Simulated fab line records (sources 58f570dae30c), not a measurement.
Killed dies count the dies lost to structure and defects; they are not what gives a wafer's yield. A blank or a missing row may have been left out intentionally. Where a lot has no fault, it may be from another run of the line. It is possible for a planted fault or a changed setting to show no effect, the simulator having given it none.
Which tool is to blame?    flow berkeley-cmos170    14 lots, 42 wafers sampled, at 5 steps of a route of 331

WHAT THE GAUGES READ, wafer by wafer
UCB170_ACTIVE_CD_MEAS_90: the cd target is 1200 nm. Usual: cd-nm at 1199.5 nm, with a standard deviation of 1.3.
lot   measured      on         cd-nm (nm)            flag
L628  day 5 03:14   cd-sem-01  1200.8 1200.7 1201.5  
L629  day 5 08:56   cd-sem-01  1200.3 1199.9 1199.5  
L632  day 5 19:11   cd-sem-01  1200.9 1202.3 1200.2  
L636  day 6 03:20   cd-sem-01  1201.3 1201.3 1202.1  
L633  day 6 03:27   cd-sem-01  1197.1 1198.2 1197.9  
L637  day 6 23:27   cd-sem-02  1199.1 1199.1 1199.9  
L640  day 7 11:23   cd-sem-02  1198.2 1198.4 1200.0  
L639  day 7 11:42   cd-sem-02  1198.9 1199.7 1198.8  
L642  day 7 18:50   cd-sem-01  1200.9 1201.3 1199.6  
L646  day 8 15:33   cd-sem-01  1199.0 1198.7 1197.6  
L644  day 8 16:05   cd-sem-01  1201.6 1201.4 1201.0  
L648  day 8 19:48   cd-sem-01  1198.6 1199.3 1200.4  
L647  day 8 19:55   cd-sem-02  1198.2 1196.7 1197.0  
L651  day 10 00:31  cd-sem-02  1199.2 1200.4 1199.9  

UCB170_PFIELD_TW_MEAS_09. Usual: for PFIELD_TW the level is 597 and the standard deviation is 6.
lot   measured      on             PFIELD_TW    flag
L628  day 5 05:07   film-metro-03  604 601 600  
L629  day 5 10:22   film-metro-02  601 602 600  
L632  day 5 20:56   film-metro-01  589 593 592  
L636  day 6 05:18   film-metro-01  589 590 589  
L633  day 6 05:21   film-metro-03  604 604 604  
L637  day 7 01:07   film-metro-01  590 591 593  
L640  day 7 13:32   film-metro-01  592 590 592  
L639  day 7 14:07   film-metro-03  605 603 605  
L642  day 7 21:27   film-metro-03  606 603 608  
L646  day 8 18:59   film-metro-02  646 650 655  OFF
L644  day 8 19:32   film-metro-01  593 593 589  
L648  day 8 22:20   film-metro-02  655 651 653  OFF
L647  day 8 22:08   film-metro-03  596 598 601  
L651  day 10 03:19  film-metro-01  588 589 587  

UCB170_NLDD_TW_MEAS_11. Usual: for NLDD_TW the level is 2220 and the standard deviation is 10.
lot   measured      on             NLDD_TW         flag
L628  day 7 20:47   film-metro-04  2239 2228 2235  
L629  day 8 00:41   film-metro-04  2225 2204 2216  
L632  day 8 06:14   film-metro-04  2208 2223 2218  
L636  day 8 17:56   film-metro-04  2214 2230 2209  
L633  day 8 18:31   film-metro-03  2206 2214 2203  
L637  day 9 06:56   film-metro-04  2206 2206 2211  
L640  day 9 18:35   film-metro-03  2232 2231 2233  
L639  day 9 17:54   film-metro-03  2220 2229 2223  
L642  day 10 07:50  film-metro-04  2209 2200 2207  
L646  day 11 06:37  film-metro-03  2223 2233 2212  
L644  day 11 07:21  film-metro-02  2215 2208 2209  
L648  day 11 07:29  film-metro-04  2226 2228 2211  
L647  day 11 07:11  film-metro-04  2230 2222 2227  
L651  day 12 18:02  film-metro-03  2232 2231 2228  

WHICH TOOL RAN EACH LOT (tool, then ch and the chambers of the sampled wafers, then the start)
lot   UCB170_PFIELD_IMPLANT_07         UCB170_GATE_STRIP_16
L628  implanter-02 ch 0, day 5 04:53   plasma-asher-01 ch 0,1, day 7 15:44
L629  implanter-01 ch 0, day 5 10:07   plasma-asher-02 ch 0,1, day 7 20:26
L632  implanter-02 ch 0, day 5 20:43   plasma-asher-01 ch 0,1, day 8 02:14
L636  implanter-03 ch 0, day 6 05:04   plasma-asher-04 ch 0,1, day 8 12:23
L633  implanter-02 ch 0, day 6 05:06   plasma-asher-04 ch 0,1, day 8 12:43
L637  implanter-03 ch 0, day 7 00:53   plasma-asher-01 ch 0, day 9 03:18
L640  implanter-03 ch 0, day 7 13:17   plasma-asher-01 ch 0,1, day 9 13:43
L639  implanter-02 ch 0, day 7 13:53   plasma-asher-04 ch 0,1, day 9 13:28
L642  implanter-03 ch 0, day 7 21:13   plasma-asher-01 ch 0,1, day 10 02:52
L646  implanter-03 ch 0, day 8 18:44   plasma-asher-04 ch 0,1, day 11 01:55
L644  implanter-01 ch 0, day 8 19:18   plasma-asher-04 ch 0,1, day 11 02:29
L648  implanter-03 ch 0, day 8 22:06   plasma-asher-02 ch 0,1, day 11 02:33
L647  implanter-02 ch 0, day 8 21:54   plasma-asher-04 ch 0,1, day 11 02:17
L651  implanter-01 ch 0, day 10 03:04  plasma-asher-04 ch 0,1, day 12 11:32
- UCB170_PFIELD_IMPLANT_07
- UCB170_GATE_STRIP_16: strips in O2.

AS READ BY THE TOOLS THEMSELVES (means over the sampled wafers that have a number; for cases with no such wafer, the mark the record gives instead)
UCB170_PFIELD_IMPLANT_07. Usual: dose-ions-cm2 2.0002e+13, standard deviation 2.1e+10; end-station-pressure-torr 5.06e-06 Torr, standard deviation 2.8e-07; faraday-current-uA 63.4, standard deviation 1.4.
lot   tool          dose-ions-cm2  end-station-pressure-torr (Torr)  faraday-current-uA  flag
L628  implanter-02  1.9997e+13     5.09e-06                          61.4                
L629  implanter-01  2.0017e+13     4.88e-06                          63.7                
L632  implanter-02  2.0005e+13     5.41e-06                          64.2                
L636  implanter-03  1.9987e+13     5.20e-06                          62.2                
L633  implanter-02  2.0004e+13     5.39e-06                          63.7                
L637  implanter-03  1.9991e+13     5.10e-06                          63.2                
L640  implanter-03  2.0005e+13     4.96e-06                          63.2                
L639  implanter-02  1.9990e+13     5.06e-06                          62.8                
L642  implanter-03  1.9997e+13     4.91e-06                          61.8                
L646  implanter-03  2.6018e+13     5.29e-06                          83.1                OFF
L644  implanter-01  2.0011e+13     4.85e-06                          62.7                
L648  implanter-03  2.5996e+13     4.91e-06                          83.8                OFF
L647  implanter-02  1.9995e+13     5.02e-06                          63.2                
L651  implanter-01  1.9976e+13     4.94e-06                          63.1                

UCB170_GATE_STRIP_16. Usual: drypump-motor-current-A 5.32 A, standard deviation 0.17; oes-product-au 0.724 a.u., standard deviation 0.0044.
lot   tool             drypump-motor-current-A (A)  oes-product-au (a.u.)  flag
L628  plasma-asher-01  5.33                         0.730                  
L629  plasma-asher-02  5.60                         0.726                  
L632  plasma-asher-01  5.32                         0.723                  
L636  plasma-asher-04  5.12                         0.726                  
L633  plasma-asher-04  5.18                         0.725                  
L637  plasma-asher-01  5.35                         0.724                  
L640  plasma-asher-01  5.35                         0.728                  
L639  plasma-asher-04  5.19                         0.722                  
L642  plasma-asher-01  5.33                         0.728                  
L646  plasma-asher-04  5.20                         0.722                  
L644  plasma-asher-04  5.17                         0.729                  
L648  plasma-asher-02  5.60                         0.728                  
L647  plasma-asher-04  5.19                         0.720                  
L651  plasma-asher-04  5.19                         0.721                  

THE ANSWER, worked out from the rows above alone
Rule: take the mean of a lot's wafers that have a number; if it is more than 3 standard deviations from the usual mean, the lot is off. Also off: a lot with no number at a reading for which 4 or more lots have one. All remaining lots with rows at the step are treated as sound. The gauges are gone through in route order, then the tools' own readings, and for those a lot's mean is taken as printed above. At the first step where some lot is off, the reading lying furthest off is the one used; lots without a number count as furthest.
Off: L646, L648, seen at UCB170_PFIELD_TW_MEAS_09 (PFIELD_TW).
If a tool, at a process step before that reading, ran all the lots that are off and no sound lot after the first of them, it fits. Not tried: the gauges at UCB170_PFIELD_TW_MEAS_09; whatever is off there is also off at UCB170_PFIELD_IMPLANT_07, on other tools, and gauge error can't account for it. One candidate fits, namely implanter-03 at UCB170_PFIELD_IMPLANT_07. A fault onset in the window from L642 (day 7 21:13, its last sound lot) to L646 (day 8 18:44, its first lot off) fits.
The tool's own readings at UCB170_PFIELD_IMPLANT_07 bear it out: on the lots that are off they differ by more than 5 times the standard deviation of the sound lots' means. dose-ions-cm2 reads 2.6007e+13 there against 1.9998e+13 on the sound lots; faraday-current-uA reads 83.4 there against 62.9 on the sound lots.

WHAT THE SIMULATOR HAD INSERTED
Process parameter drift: implanter-03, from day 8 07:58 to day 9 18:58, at UCB170_PFIELD_IMPLANT_07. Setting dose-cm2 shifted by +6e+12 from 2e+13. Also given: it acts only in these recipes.
Shown lots that were struck: L646, L648. This agrees with what the rule above found.
